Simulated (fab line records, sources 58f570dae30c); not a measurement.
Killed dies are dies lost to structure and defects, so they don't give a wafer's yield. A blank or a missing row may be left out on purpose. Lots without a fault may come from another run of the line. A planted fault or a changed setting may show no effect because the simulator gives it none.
fab line records | flow berkeley_cmos170
record lots=14 wafers=42 last_day=12
route steps=331 shown M1@238
lots that met no fault: from a run of the same line without faults
start_h: hours from the record's first day to the start of the lot's first wafer shown | wait_h: hours since the lot's step before | " the same as in the row above | L1.1+2: a row that stands for several wafers | - no value, or no start given | * or withheld: withheld | < > ~ a bound
route shown NAME@n: a module of which the file shows steps, and the number in the route of the first | usual: mean/standard deviation of fault-free wafers | same: alike in all rows | chamber/n: place in a boat | sites: the reading at each site | _std_site: their standard deviation | _edge_site: outer sites' mean less inner sites' | radius_mm: how far each site lies from the wafer's centre | mask NAME#n: copy n | behind: the tool/chamber that last shaped the wafer | hold: why the lot was held/for how many hours/how that ended | device: the transistor (n, p or np) that didn't switch | end of line: the same wafers' tests at the end of the route | a step without rows: its recipe alone | killed: dies lost to structure and defects at the first sort, not the wafer's yield | map: a wafer's dies, x killed, . not, _ none there
set.NAME: the setting as run; set.NAME@STEP: as run at that earlier step | model.NAME: the simulator's own value behind a step, which no gauge read
steps of the route over a sample of lots; a table a step, a row a wafer
services: from which hour (start_h, from the record's first day; less than 0 if before it) a tool's chamber was out of use, for how many hours, and why
## steps
# step UCB170_M1_SPUTTER_00
# recipe material=Al target_thk_nm=600 time_s=80 power_w=6000 chamber_pressure_pa=0.5
# usual chamber_pressure_pa=0.5000/0.00097 throttle_valve_pct=30.3/1.3
# columns lot.wafer tool chamber start_h wait_h chamber_pressure_pa throttle_valve_pct
L336.4 pvd_sputter-02 - 161.87 0.0 0.5009 31.8
L336.5 " - " " 0.4998 29.2
L336.6 " - " " 0.5004 30.5
L338.2 pvd_sputter-02 - 175.94 0.0 0.5006 30.5
L338.4 " - " " 0.5014 30.7
L338.5 " - " " 0.5003 30.7
L339.1 pvd_sputter-04 - 177.34 0.0 0.5008 31.1
L339.4 " - " " 0.5011 28.1
L339.6 " - " " 0.5005 31.9
L340.1 pvd_sputter-04 - 184.13 0.0 0.5002 30.9
L340.3 " - " " 0.5002 28.1
L340.6 " - " " 0.5002 29.9
L341.2 pvd_sputter-02 - 185.23 0.0 0.5009 30.8
L341.5 " - " " 0.5009 30.6
L341.6 " - " " 0.5001 31.7
L344.1 pvd_sputter-04 - 193.97 0.0 0.4993 31.8
L344.3 " - " " 0.4985 29.9
L344.4 " - " " 0.4996 28.1
L342.1 pvd_sputter-02 - 194.17 0.0 0.4985 29.2
L342.5 " - " " 0.4986 30.7
L342.6 " - " " 0.4993 29.0
L343.1 pvd_sputter-03 - 194.90 0.0 0.5020 31.0
L343.4 " - " " 0.5013 27.8
L343.6 " - " " 0.4977 31.7
L346.1 pvd_sputter-02 - 208.82 0.0 0.5000 29.0
L346.5 " - " " 0.4983 29.0
L346.6 " - " " 0.4991 30.8
L349.1 pvd_sputter-03 - 224.17 0.0 0.4997 31.7
L349.2 " - " " 0.5014 31.1
L349.6 " - " " 0.4994 30.2
L351.1 pvd_sputter-04 - 234.48 0.0 0.4992 30.0
L351.3 " - " " 0.4983 30.9
L351.5 " - " " 0.4995 31.5
L350.3 pvd_sputter-03 - 238.78 0.0 0.4982 31.8
L350.4 " - " " 0.4994 30.2
L350.6 " - " " 0.4986 31.6
L355.1 pvd_sputter-04 - 260.84 0.0 0.5012 31.4
L355.2 " - " " 0.4995 31.1
L355.3 " - " " 0.5010 29.6
L356.1 pvd_sputter-03 - 261.15 0.0 0.5002 30.2
L356.4 " - " " 0.5002 27.9
L356.5 " - " " 0.5002 30.3
# step UCB170_M1_RS_MEAS_01
# recipe thk_meas_gauge=four-point-probe reads=Al_of_M1_SPUTTER_00
# usual M1_AL_RS=0.0482/0.00061
# columns lot.wafer tool chamber start_h wait_h M1_AL_RS[ohm/sq]
L336.4 film_metro-02 - 161.99 0.1 0.0483
L336.5 " - " " 0.0481
L336.6 " - " " 0.0483
L338.2 film_metro-03 - 176.02 0.1 0.0482
L338.4 " - " " 0.0477
L338.5 " - " " 0.0481
L339.1 film_metro-03 - 177.40 0.0 0.0483
L339.4 " - " " 0.0489
L339.6 " - " " 0.0485
L340.1 film_metro-02 - 184.19 0.0 0.0471
L340.3 " - " " 0.0480
L340.6 " - " " 0.0478
L341.2 film_metro-02 - 185.31 0.1 0.0498
L341.5 " - " " 0.0502
L341.6 " - " " 0.0488
L344.1 film_metro-02 - 194.03 0.0 0.0479
L344.3 " - " " 0.0479
L344.4 " - " " 0.0484
L342.1 film_metro-03 - 194.23 0.0 0.1116
L342.5 " - " " 0.0496
L342.6 " - " " 0.1135
L343.1 film_metro-02 - 194.96 0.0 0.0483
L343.4 " - " " 0.0483
L343.6 " - " " 0.0474
L346.1 film_metro-02 - 208.89 0.0 0.1109
L346.5 " - " " 0.1105
L346.6 " - " " 0.0490
L349.1 film_metro-03 - 224.23 0.0 0.0484
L349.2 " - " " 0.0486
L349.6 " - " " 0.0478
L351.1 film_metro-02 - 234.54 0.0 0.0478
L351.3 " - " " 0.0475
L351.5 " - " " 0.0482
L350.3 film_metro-03 - 238.88 0.1 0.0478
L350.4 " - " " 0.0471
L350.6 " - " " 0.0481
L355.1 film_metro-03 - 260.90 0.0 0.0482
L355.2 " - " " 0.0474
L355.3 " - " " 0.0481
L356.1 film_metro-02 - 261.21 0.0 0.0477
L356.4 " - " " 0.0493
L356.5 " - " " 0.0475
# step UCB170_M1_THK_MEAS_02
# recipe thk_meas_gauge=xrf reads=Al_of_M1_SPUTTER_00
# usual M1_AL_THK=600/8.2
# columns lot.wafer tool chamber start_h wait_h M1_AL_THK[nm]
L336.4 film_metro-02 - 162.08 0.1 603
L336.5 " - " " 606
L336.6 " - " " 601
L338.2 film_metro-03 - 176.13 0.1 596
L338.4 " - " " 603
L338.5 " - " " 598
L339.1 film_metro-03 - 177.52 0.1 595
L339.4 " - " " 590
L339.6 " - " " 593
L340.1 film_metro-02 - 184.31 0.1 609
L340.3 " - " " 601
L340.6 " - " " 610
L341.2 film_metro-02 - 185.42 0.1 579
L341.5 " - " " 574
L341.6 " - " " 590
L344.1 film_metro-02 - 194.15 0.1 608
L344.3 " - " " 607
L344.4 " - " " 601
L342.1 film_metro-03 - 194.35 0.1 264
L342.5 " - " " 580
L342.6 " - " " 260
L343.1 film_metro-02 - 195.08 0.1 602
L343.4 " - " " 602
L343.6 " - " " 614
L346.1 film_metro-02 - 209.01 0.1 267
L346.5 " - " " 268
L346.6 " - " " 596
L349.1 film_metro-03 - 224.35 0.1 597
L349.2 " - " " 595
L349.6 " - " " 604
L351.1 film_metro-02 - 234.66 0.1 605
L351.3 " - " " 609
L351.5 " - " " 604
L350.3 film_metro-03 - 238.98 0.1 601
L350.4 " - " " 610
L350.6 " - " " 602
L355.1 film_metro-03 - 261.02 0.1 598
L355.2 " - " " 609
L355.3 " - " " 599
L356.1 film_metro-02 - 261.33 0.1 608
L356.4 " - " " 586
L356.5 " - " " 609
# step UCB170_M1_METAL_ETCH_12
# recipe chemistry=Cl2/BCl3 target=Al stop_on=PSG pressure_mtorr=12 target_depth_a=7800 over_etch_frac=0.3 time_s=130 icp_w=600 bias_w=120 Cl2_flow_sccm=90 bcl3_flow_sccm=45
# usual drypump_motor_current_A=5.6/0.38 he_backside_leak_sccm=3.4/0.32 oes_product_au=0.860/0.012 throttle_valve_pct=24.43/0.17
# same over_etch_frac=0.3
# columns lot.wafer tool chamber start_h wait_h drypump_motor_current_A he_backside_leak_sccm oes_product_au rf_hours_counter_h throttle_valve_pct
L336.4 rie_metal-01 0 163.41 - 5.4 3.2 0.847 - 24.38
L336.5 " 0 " " 5.4 3.3 0.842 - 24.38
L336.6 " 1 " " 6.2 3.6 0.877 - 24.67
L338.2 rie_metal-04 1 177.52 - 6.0 3.1 0.858 9 24.30
L338.4 " 1 " " 6.0 3.3 0.863 - 24.29
L338.5 " 0 " " 5.6 3.2 0.859 - 24.55
L339.1 rie_metal-01 0 178.62 - 5.4 3.2 0.853 7 24.38
L339.4 " 1 " " 6.2 3.5 0.859 - 24.66
L339.6 " 1 " " 6.2 3.1 0.881 - 24.67
L340.1 rie_metal-03 1 185.92 - 5.2 3.3 0.878 1 24.50
L340.3 " 1 " " 5.2 3.1 0.864 - 24.54
L340.6 " 0 " " 5.5 3.3 0.857 - 24.19
L341.2 rie_metal-01 1 188.12 - 6.2 3.5 0.865 10 24.68
L341.5 " 0 " " 5.3 3.2 0.829 - 24.38
L341.6 " 1 " " 6.2 3.5 0.870 - 24.67
L344.1 rie_metal-03 1 196.45 - 5.2 3.3 0.867 1 24.50
L344.3 " 1 " " 5.2 3.3 0.869 - 24.52
L344.4 " 0 " " 5.5 3.4 0.846 - 24.19
L342.1 rie_metal-01 1 196.80 - 6.2 3.7 0.597 10 24.80
L342.5 " 0 " " 5.4 3.5 0.837 - 24.38
L342.6 " 1 " " 6.3 3.7 0.591 - 24.79
L343.1 rie_metal-03 1 197.38 - 5.2 3.4 0.863 1 24.51
L343.4 " 0 " " 5.5 3.2 0.851 - 24.21
L343.6 " 0 " " 5.5 3.3 0.871 - 24.20
L346.1 rie_metal-04 1 210.77 - 5.9 3.3 0.597 10 24.43
L346.5 " 1 " " 6.0 3.3 0.596 - 24.43
L346.6 " 0 " " 5.6 3.4 0.854 - 24.54
L349.1 rie_metal-04 1 225.87 - 6.0 3.3 0.860 10 24.30
L349.2 " 0 " " 5.6 3.4 0.855 12 24.54
L349.6 " 1 " " 5.9 3.2 0.867 - 24.29
L351.1 rie_metal-03 0 235.98 - 5.5 3.3 0.857 12 24.19
L351.3 " 1 " " 5.2 3.4 0.874 - 24.52
L351.5 " 0 " " 5.6 3.3 0.854 - 24.19
L350.3 rie_metal-03 0 240.57 - 5.5 3.2 0.860 - 24.20
L350.4 " 1 " " 5.1 3.3 0.880 - 24.52
L350.6 " 1 " " 5.1 3.3 0.862 - 24.53
L355.1 rie_metal-01 1 262.12 - 6.2 3.7 0.874 12 24.68
L355.2 " 0 " " 5.4 3.3 0.858 9 24.37
L355.3 " 1 " " 6.2 3.5 0.874 - 24.67
L356.1 rie_metal-03 1 262.77 - 5.2 3.4 0.874 3 24.52
L356.4 " 1 " " 5.1 3.3 0.863 - 24.51
L356.5 " 1 " " 5.2 3.3 0.877 - 24.51
## services
# columns tool chamber start_h hours kind
rie_metal-04 1 168.87 6.3 repair
rie_metal-03 - 168.97 1.6 repair
rie_metal-04 - 178.20 14.6 pm
rie_metal-03 - 188.46 2.4 repair
pvd_sputter-02 3 204.91 - consumable_replace:kit
pvd_sputter-02 3 204.91 18.0 scheduled_down
pvd_sputter-02 3 204.91 18.0 vent_cycle
rie_metal-04 0 207.06 2.7 repair
rie_metal-01 1 218.63 5.9 repair
pvd_sputter-02 - 227.81 0.5 repair
pvd_sputter-02 - 238.71 12.8 repair
pvd_sputter-02 - 257.26 12.4 repair
## key
first_sign step=UCB170_M1_RS_MEAS_01 reading=M1_AL_RS direction=up sigmas=99+ usual=0.0482 struck=0.1117
effect step=UCB170_M1_THK_MEAS_02 reading=M1_AL_THK direction=down sigmas=41 usual=600 struck=265
effect step=UCB170_M1_METAL_ETCH_12 reading=oes_product_au direction=down sigmas=23 usual=0.860 struck=0.595
met_at UCB170_M1_SPUTTER_00
struck_lots L342,L346
struck_wafers L342.1,L342.6,L346.1,L346.5
onset_between 161.87 194.17
fault kind=process_parameter_drift tool=pvd_sputter-02 chamber=- onset_h=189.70 steps=UCB170_M1_SPUTTER_00 channel=target_thk_nm offset=-330 shape=step end_h=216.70 acts_in=these_recipes_only stated=600 scope=struck_wafers_only
